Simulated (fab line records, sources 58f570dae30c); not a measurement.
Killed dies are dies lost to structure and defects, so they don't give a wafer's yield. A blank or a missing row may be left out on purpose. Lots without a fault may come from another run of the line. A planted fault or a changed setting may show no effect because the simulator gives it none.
Split-lot experiment | flow berkeley_cmos170 | 5 lots, 23 wafers read, on a route of 331 steps

THE SPLIT
At UCB170_PLDD_PEB_04, the setting peb_temp_c was moved away from the recipe's 130 C on 9 of the 23 wafers read, by -2.1% to +0.9%. The other wafers ran this setting at the recipe's value.

FROM THE SPLIT TO THE READING: what the file shows between them, 1 step
- UCB170_PLDD_DEVELOP_05: develop time 45 s

THE READING
cd_nm, in nm, at UCB170_PLDD_CD_MEAS_06 (target cd 1200 nm). Fault-free wafers of this fab line usually give 1200.1 nm, standard deviation 1.4 nm.

wafer  | tool, chamber at the split | peb_temp_c as run, C | against the recipe | cd_nm, nm | against lot-mates on the recipe
L076.1 | litho_track-02, 0          | 130                  | recipe             | 1201.1    | -
L076.2 | litho_track-02, 0          | 131.2                | +0.9%              | 1208.1    | +8.4
L076.3 | litho_track-02, 0          | 131.2                | +0.9%              | 1207.3    | +7.6
L076.5 | litho_track-02, 0          | 130                  | recipe             | 1198.7    | -
L076.6 | litho_track-02, 0          | 130                  | recipe             | 1199.3    | -
L078.1 | litho_track-02, 0          | 128.8                | -0.9%              | 1191.0    | -9.6
L078.3 | litho_track-02, 0          | 130                  | recipe             | 1200.2    | -
L078.4 | litho_track-02, 0          | 130                  | recipe             | 1200.9    | -
L078.5 | litho_track-02, 0          | 128.8                | -0.9%              | 1191.7    | -8.9
L078.6 | litho_track-02, 0          | 128.8                | -0.9%              | 1191.4    | -9.2
L080.2 | litho_track-02, 0          | 127.5                | -1.9%              | 1181.5    | -19.0
L080.3 | litho_track-02, 0          | 130                  | recipe             | 1200.6    | -
L080.4 | litho_track-02, 0          | 130                  | recipe             | 1200.0    | -
L080.5 | litho_track-02, 0          | 127.5                | -1.9%              | 1181.1    | -19.4
L080.6 | litho_track-02, 0          | 130                  | recipe             | 1200.8    | -
L081.4 | litho_track-02, 0          | 130                  | recipe             | 1201.6    | -
L081.5 | litho_track-02, 0          | 130                  | recipe             | 1202.0    | -
L081.6 | litho_track-02, 0          | 130                  | recipe             | 1201.2    | -
L085.2 | litho_track-04, 0          | 127.3                | -2.1%              | 1182.1    | -19.9
L085.3 | litho_track-04, 0          | 130                  | recipe             | 1201.9    | -
L085.4 | litho_track-04, 0          | 130                  | recipe             | 1202.3    | -
L085.5 | litho_track-04, 0          | 127.3                | -2.1%              | 1180.6    | -21.4
L085.6 | litho_track-04, 0          | 130                  | recipe             | 1201.8    | -

THE FIT
A straight line over all 23 wafers: cd_nm changes by +9.47 nm for each +1% of peb_temp_c; r = +0.99; the points scatter about the line by 1.1 nm.
The same after taking each lot's own level away (the mean of its wafers on the recipe; 23 wafers): +9.77 nm for each +1%; r = +1.00; scatter 0.62 nm.
On that fit, the largest move of peb_temp_c shifts the reading by 20 nm.
The lots' own levels span 1199.70 to 1202.00 nm, that is 1.6 times the standard deviation above.
So the lot-to-lot level changes the slope little: the two slopes agree.
Check: with one of the wafers moved furthest among these (-2.1%) left out of the fit, the line predicts -20.6 nm for it against its lot-mates. It came out at -19.9 nm against them.

OTHER SPLITS ON THESE WAFERS
These wafers also went through other splits before the reading. Each is held against what the fit with the lots' levels taken away leaves over:
other split on the same wafers      | wafers away from the commonest value | r with cd_nm (lot level and that fit taken away)
UCB170_NWELL_CVD_04 temp_c          | 10                                   | -0.04
UCB170_NWELL_EXPOSE_09 dose_mj      | 8                                    | +0.08
UCB170_PWELL_CVD_05 time_s          | 18                                   | +0.05
UCB170_PWELL_DEVELOP_12 dev_temp_c  | 7                                    | -0.27
UCB170_ACTIVE_COAT_08 resist_thk_nm | 7                                    | +0.14
UCB170_PFIELD_IMPLANT_07 energy_kev | 7                                    | +0.23
UCB170_SCREENOX_OXIDATION_01 temp_c | 10                                   | +0.13

THE FILE'S OWN FIT
cd_nm changes by +9.83 nm for each +1% of peb_temp_c, r = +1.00.
